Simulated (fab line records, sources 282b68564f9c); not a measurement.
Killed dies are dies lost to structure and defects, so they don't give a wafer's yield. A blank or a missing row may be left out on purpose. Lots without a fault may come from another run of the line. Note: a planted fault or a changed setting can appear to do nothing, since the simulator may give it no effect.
What tool caused it? -- flow ritCmos -- Sampling: 7 lots, 21 wafers, 2 of 202 route steps

== WHAT EACH GAUGE READ, for each wafer ==
RIT_PRETRO_TW_MEAS_10.
lot,measured,on,PRETRO_TW
L378,day 2 20:29,filmMetro-03,476 474 473
L380,day 3 06:35,filmMetro-01,480 482 482
L387,day 4 16:27,filmMetro-02,30 30 30
L389,day 5 00:46,filmMetro-02,476 473 471
L394,day 6 03:08,filmMetro-03,478 479 480
L396,day 6 11:13,filmMetro-03,479 476 476
L398,day 6 23:22,filmMetro-02,474 473 472

== TOOL THAT RAN EACH LOT (tool first, then ch and the chambers of the sampled wafers, then the start) ==
lot,RIT_NRETRO_STRIP_09
L378,"plasmaAsher-04 ch 0,1, day 2 18:38"
L380,"plasmaAsher-04 ch 0,1, day 3 04:52"
L387,"plasmaAsher-01 ch 0, day 4 14:43"
L389,"plasmaAsher-03 ch 0,1, day 4 23:02"
L394,"plasmaAsher-04 ch 0,1, day 6 01:17"
L396,"plasmaAsher-01 ch 0,1, day 6 09:29"
L398,"plasmaAsher-04 ch 1, day 6 21:37"
- RIT_NRETRO_STRIP_09: strips in O2, time 180 s.

== THE ANSWER, worked out from the rows above alone ==
Rule: the usual values come from the lots themselves. Put in order of their means at a reading, lots are off if they are a third of the lots or fewer, leave a main group of 4 or more, and stand apart from it by a gap of 3 or more times the standard deviation of the main group's means; of several such gaps the widest counts. A main group whose means are all the same, to the digits that the tables above print for the reading, isn't used. Also off: a lot with no number at a reading for which 4 or more lots have one. Any other lot the step has rows for is counted as sound.
Off: at RIT_PRETRO_TW_MEAS_10 (PRETRO_TW), L387. The main group has a mean of 476 with a standard deviation of 3.1.
A tool fits if, at a process step before that reading, it ran every lot that is off, and no sound lot after the first of them. Those tools and the gauges at RIT_PRETRO_TW_MEAS_10 are tried in the same way. Not one of the candidates tried fits.

== WHAT WAS PUT IN BY THE SIMULATOR ==
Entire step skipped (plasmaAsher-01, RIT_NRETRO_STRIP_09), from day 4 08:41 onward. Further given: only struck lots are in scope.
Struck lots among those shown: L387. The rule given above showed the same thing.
